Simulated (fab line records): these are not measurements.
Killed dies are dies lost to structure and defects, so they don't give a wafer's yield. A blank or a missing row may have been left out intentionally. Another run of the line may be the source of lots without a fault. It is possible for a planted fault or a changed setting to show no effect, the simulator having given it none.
Split-lot experiment -- flow berkeley cmos170 -- on a route of 331 steps: 5 lots, 23 wafers read

THE SPLIT
At UCB170_M3_EXPOSE_12 (exposes mask METAL3, target cd 700 nm), the setting dose mj was moved away from the recipe's 26 on 11 of the 23 wafers read, by -4.9% to -2.7%. All remaining wafers had this setting at the recipe value.

FROM THE SPLIT TO THE READING: what the file shows between them, 2 steps
- UCB170_M3_PEB_13
- UCB170_M3_DEVELOP_14: develop time 45 s

THE READING
cd nm at UCB170_M3_CD_MEAS_15, given in nm (cd target 700 nm). Typical for fault-free wafers on this fab line: 700.1 nm, with standard deviation 1.6 nm.

wafer,"tool, chamber at the split",dose mj as run,against the recipe,"cd nm, nm",against lot-mates on the recipe
L078.1,"krf scanner-02, 0",25.19,-3.1%,704.6,+5.5
L078.2,"krf scanner-02, 0",26,recipe,697.9,-
L078.3,"krf scanner-02, 0",26,recipe,699.1,-
L078.4,"krf scanner-02, 0",25.19,-3.1%,705.4,+6.3
L078.5,"krf scanner-02, 0",26,recipe,700.3,-
L080.1,"krf scanner-02, 0",24.72,-4.9%,710.8,+7.5
L080.2,"krf scanner-02, 0",26,recipe,702.9,-
L080.3,"krf scanner-02, 0",26,recipe,703.7,-
L080.4,"krf scanner-02, 0",24.72,-4.9%,712.1,+8.8
L080.6,"krf scanner-02, 0",24.72,-4.9%,711.6,+8.3
L076.2,"krf scanner-01, 0",24.87,-4.3%,709.2,+8.5
L076.3,"krf scanner-01, 0",26,recipe,700.9,-
L076.4,"krf scanner-01, 0",26,recipe,700.5,-
L076.5,"krf scanner-01, 0",24.87,-4.3%,708.1,+7.4
L076.6,"krf scanner-01, 0",24.87,-4.3%,709.2,+8.5
L081.2,"krf scanner-02, 0",26,recipe,698.9,-
L081.3,"krf scanner-02, 0",26,recipe,699.2,-
L081.4,"krf scanner-02, 0",26,recipe,699.2,-
L085.2,"krf scanner-02, 0",25.3,-2.7%,703.9,+4.9
L085.3,"krf scanner-02, 0",25.3,-2.7%,705.1,+6.1
L085.4,"krf scanner-02, 0",26,recipe,698.1,-
L085.5,"krf scanner-02, 0",26,recipe,700.0,-
L085.6,"krf scanner-02, 0",25.3,-2.7%,703.6,+4.6

THE FIT
A straight line over all 23 wafers: cd nm changes by -2.1 nm for each +1% of dose mj; r = -0.94; the points scatter about the line by 1.6 nm.
The same after taking each lot's own level away (the mean of its wafers on the recipe; 23 wafers): -1.78 nm for each +1%; r = -0.98; scatter 0.7 nm.
According to that fit, moving dose mj by its largest amount changes the reading by 8.7 nm.
The span of the lots' own levels, 699.05 to 703.30 nm, comes to 2.7 times the standard deviation stated above.
So the lot-to-lot level changes the slope: the two fits differ.
Check: with one of the wafers moved furthest among these (-4.9%) left out of the fit, the line predicts +9.03 nm for it against its lot-mates. Against them it came out at +7.5 nm.

THE OTHER SPLITS THESE WAFERS WENT THROUGH
Note: prior to the reading, these wafers also went through further splits. Each is held against what the fit with the lots' levels taken away leaves over:
other split on the same wafers,wafers away from the commonest value,r with cd nm (lot level and that fit taken away)
UCB170_M2_SPUTTER_01 time s,8,-0.25
UCB170_M2_DEVELOP_14 develop time s,9,+0.12

THE WHOLE CHAIN: every reading that the file lists as answering this split, in the file's order
step,what it does,reading,change (the file's fit),r (the file's)
UCB170_M3_CD_MEAS_15,target cd 700 nm,cd nm,-1.8 nm for each +1% of the setting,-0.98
UCB170_M3_ETCH_17,etches BARC in N2/H2,"M3.cd nm (the simulator's own value, which no gauge read)",-1.78 nm for each +1% of the setting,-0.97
UCB170_M3_METAL_ETCH_18,"etches Al in Cl2/BCl3, stops on SiO2, target depth 1170 nm, time 195 s","M3.cd nm (the simulator's own value, which no gauge read)",-1.95 nm for each +1% of the setting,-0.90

FILE'S OWN FIT
cd nm changes by -1.8 nm for each +1% of dose mj, r = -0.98.
